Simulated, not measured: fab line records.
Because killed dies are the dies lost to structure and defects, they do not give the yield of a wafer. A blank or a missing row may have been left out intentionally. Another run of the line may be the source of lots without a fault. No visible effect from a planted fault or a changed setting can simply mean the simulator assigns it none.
A lot that was struck, set against a sound lot -- flow ritCmos -- 18 steps out of a route of 202
Sound: the wafers L169.1, L169.4, L169.5. Wafers struck: L179.1, L179.3, L179.4. Last of all comes the cause.
Per side, at each step with rows, come the tool, then ch with its chambers, and then its first start. Under that, the readings that differ: sound wafers -- struck wafers -- difference of the means -- sigmas: that difference in standard deviations of wafers without a fault.
alike: readings with means less than 2 such deviations apart, plus words and numbers identical on both sides. not compared: withheld readings, readings lacking a value on some wafer, bounds such as >300 that could conceal the same value, and numbers that have no deviation in the record and whose values overlap.
A row with sigmas, a row that says differs or no value, or rows on one side alone: a step with any of these is where the two part. Numbers that don't overlap but have no deviation are shown without sigmas and don't part them. A reading that every wafer of one side lacks parts them only if that side has two wafers or more.

first, 2 steps without rows for these wafers: RIT_ACTIVE_CLEAN_17 (cleans in SC2, time 600 s); RIT_FOX1_OXIDATION_00 (target thk 350.7 nm, ox time 1130 s).
RIT_FOX1_THK_MEAS_01:
  sound: filmMetro-04 at day 2 00:34; struck: filmMetro-01 at day 4 05:32
  alike: FOX1_OXIDE_THK
then, 2 steps without rows for these wafers: RIT_FOX1_WET_ETCH_02 (etches SiO2 in BOE, target depth 350 nm, time 390 s); RIT_FOX2_OXIDATION_00 (target thk 350.7 nm, ox time 1130 s).
RIT_FOX2_THK_MEAS_01:
  sound: filmMetro-03 at day 2 02:28; struck: filmMetro-02 at day 4 08:35
  alike: FOX2_OXIDE_THK
then, 2 steps without rows for these wafers: RIT_FOX2_CLEAN_02 (cleans in dHF, time 180 s); RIT_FOX2_WET_ETCH_03 (etches Si3N4 in H3PO4, target depth 195 nm, time 2700 s).
RIT_FOX2_THK_MEAS_90:
  sound: filmMetro-02 at day 2 03:21; struck: filmMetro-02 at day 4 09:28
  alike: FIELD_OXIDE_LEFT_1_THK
then, 3 steps without rows for these wafers: RIT_NWELL_HMDS_00 (prime time 60 s); RIT_NWELL_COAT_01 (resist thk 1300 nm); RIT_NWELL_SOFTBAKE_02 (time 60 s).
RIT_NWELL_EXPOSE_03: exposes mask M2, target cd 43900 nm.
  sound on ilineStepper-01 ch 0, day 2 04:01; struck on ilineStepper-02 ch 0, day 4 09:58
reading,sound,struck,difference,sigmas
model.NWELL.overlayXNm (nm),-1.462 -1.462 -1.462,-150.6 -150.6 -150.6,-149.1,
  alike: mask
then, 2 steps without rows for these wafers: RIT_NWELL_PEB_04; RIT_NWELL_DEVELOP_05 (develop time 68 s).
RIT_NWELL_OVL_MEAS_06:
  sound: overlay-01 at day 2 04:28; struck: overlay-01 at day 4 10:24
reading,sound,struck,difference,sigmas
NWELL_OVL (nm),-2.5 -1.4 -0.9,-149.7 -150.2 -150.6,-148.6,-99 or more
then, 1 step without rows for these wafers: RIT_NWELL_HARDBAKE_07 (time 120 s).
RIT_M1_PROBE_99:
  sound: prober-02 at day 3 23:41; struck: prober-02 at day 6 02:41
reading,sound,struck,difference,sigmas
model.etest.wellEdgeRight.lineOhmUm,180.6 182.9 182.8,189.5 192.7 190.6,+8.8,
model.etest.wellEdgeLeft.lineOhmUm,181.8 182.7 183.7,176.4 174.8 175.6,-7.1,
  alike: killedAtFrontEnd, killedDies, killedOnRim, killedOpen, killedShort

== WHERE THEY PART ==
Only at RIT_NWELL_OVL_MEAS_06, within this record. Later steps at which nothing parts them and some readings are alike: RIT_M1_PROBE_99.

WHY: what the simulator had put in
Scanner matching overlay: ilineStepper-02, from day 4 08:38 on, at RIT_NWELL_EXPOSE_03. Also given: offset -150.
